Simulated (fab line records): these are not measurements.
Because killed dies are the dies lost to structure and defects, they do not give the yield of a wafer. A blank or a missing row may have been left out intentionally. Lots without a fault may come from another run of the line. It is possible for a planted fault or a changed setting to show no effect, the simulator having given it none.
A struck lot beside a sound one :: flow rit_cmos :: 18 out of 202 route steps
Sound: these wafers, L394.2, L394.3, L394.6. Wafers struck: L408.1, L408.4, L408.6. The cause comes at the end.
At each step with rows: each side's tool, then ch and its chambers, then its first start. Under that, the readings that differ: sound wafers :: struck wafers :: difference of the means :: sigmas: that difference in standard deviations of wafers without a fault.
alike: words and numbers the same on both sides, and readings whose means are apart by under 2 such deviations; not compared: readings that were withheld, readings missing a value for some wafer, numbers with overlapping values and no deviation given by the record, and bounds like >300 which may hide the same value.
The two part at a step that has a row with sigmas, a row that says differs or no value, or rows on one side only. When numbers do not overlap yet have no deviation, they are printed without sigmas and do not part them. A reading that every wafer of one side lacks parts them only if that side has two wafers or more.

first, 1 step without rows for these wafers: RIT_PWELL_DEVELOP_05 (develop time 68 s).
RIT_PWELL_OVL_MEAS_06:
  struck on overlay-01, day 4 22:44; sound on overlay-01, day 2 03:08
  alike: PWELL_OVL
then, 2 steps without rows for these wafers: RIT_PWELL_HARDBAKE_07 (time 120 s); RIT_PWELL_IMPLANT_08.
RIT_PWELL_STRIP_09: strips in O2, time 180 s.
  sound on plasma_asher-04 ch 0,1, day 2 03:34; struck on plasma_asher-01 ch 0,1, day 4 23:10
  alike: chamber_pressure_mTorr, drypump_motor_current_A
  not compared: rf_hours_counter_h
RIT_PWELL_TW_MEAS_10:
  struck on film_metro-01, day 4 23:20; sound on film_metro-04, day 2 03:44
reading: PWELL_TW
sound: 950 950 948
struck: 933 940 940
difference: -12
sigmas: -2
then, 1 step without rows for these wafers: RIT_WELLDRIVE_ANNEAL_00 (time 14700 s).
RIT_WELLDRIVE_RS_MEAS_01: measures by four-point-probe.
  struck on film_metro-01, day 5 05:20; sound on film_metro-03, day 2 09:14
  alike: NWELL_RS
RIT_WELLDRIVE_RS_MEAS_02: measures by four-point-probe.
  struck on film_metro-01, day 5 05:28; sound on film_metro-03, day 2 09:22
  alike: PWELL_RS
then, 3 steps without rows for these wafers: RIT_NRETRO_HMDS_00 (prime time 60 s); RIT_NRETRO_COAT_01 (resist thk 1300 nm); RIT_NRETRO_SOFTBAKE_02 (time 60 s).
RIT_NRETRO_EXPOSE_03: exposes mask M4, target cd 43900 nm.
  sound on iline_stepper-02 ch 0, day 2 10:04; struck on iline_stepper-02 ch 0, day 5 06:02
reading: model.NRETRO.overlay_x_nm (nm)
sound: -0.139 -0.139 -0.139
struck: 3324 3324 3324
difference: +3324
sigmas: 
  alike: mask
then, 2 steps without rows for these wafers: RIT_NRETRO_PEB_04; RIT_NRETRO_DEVELOP_05 (develop time 68 s).
RIT_NRETRO_OVL_MEAS_06:
  struck on overlay-02, day 5 06:28; sound on overlay-01, day 2 10:29
reading: NRETRO_OVL (nm)
sound: -0.7 0.4 -2.3
struck: 3323.1 3322.2 3321.8
difference: +3323.2
sigmas: +99 or more
then, 1 step without rows for these wafers: RIT_NRETRO_HARDBAKE_07 (time 120 s).
RIT_M1_PROBE_99:
  struck on prober-02, day 6 14:26; sound on prober-01, day 3 15:57
reading: killed_at_front_end
sound: 3 6 6
struck: 264 263 264
difference: +259
sigmas: +96

reading: killed_dies
sound: 3 6 6
struck: 264 264 264
difference: +259
sigmas: +96

reading: killed_on_rim
sound: 2 1 1
struck: 70 70 70
difference: +69
sigmas: +57

reading: model.etest.pmos_0p3.r_on_ohm_um
sound: 6234 6289 6245
struck: 5084 5036 5028
difference: -1207
sigmas: 

reading: model.etest.pmos_turned.r_on_ohm_um
sound: 3490 3494 3483
struck: 2637 2641 2637
difference: -851
sigmas: 

reading: model.etest.pmos_0p15.r_on_ohm_um
sound: 2807 2782 2795
struck: 2232 2216 2200
difference: -579
sigmas: 

reading: model.etest.nmos_0p3.r_on_ohm_um
sound: 2144 2165 2155
struck: 1887 1882 1886
difference: -270
sigmas: 

reading: model.etest.nmos_turned.drive_ua_um
sound: 305.4 302.3 307.6
struck: 459.9 455.4 465.3
difference: +155.1
sigmas: 

reading: model.etest.nmos_0p15.drive_ua_um
sound: 454.8 455.2 460.1
struck: 583.9 586.8 606.3
difference: +135.6
sigmas: 

reading: model.etest.nmos_0p15.r_on_ohm_um
sound: 1152 1144 1147
struck: 1024 1032 1028
difference: -120
sigmas: 

reading: model.etest.pmos_0p15.drive_ua_um
sound: 252.9 249.5 253
struck: 359.7 367.9 371.1
difference: +114.4
sigmas: 
  alike: killed_at_contacts, killed_open, killed_short

== WHERE THEY PART ==
First at RIT_PWELL_TW_MEAS_10; last, within this record, at RIT_M1_PROBE_99.

WHY: the cause the simulator had injected
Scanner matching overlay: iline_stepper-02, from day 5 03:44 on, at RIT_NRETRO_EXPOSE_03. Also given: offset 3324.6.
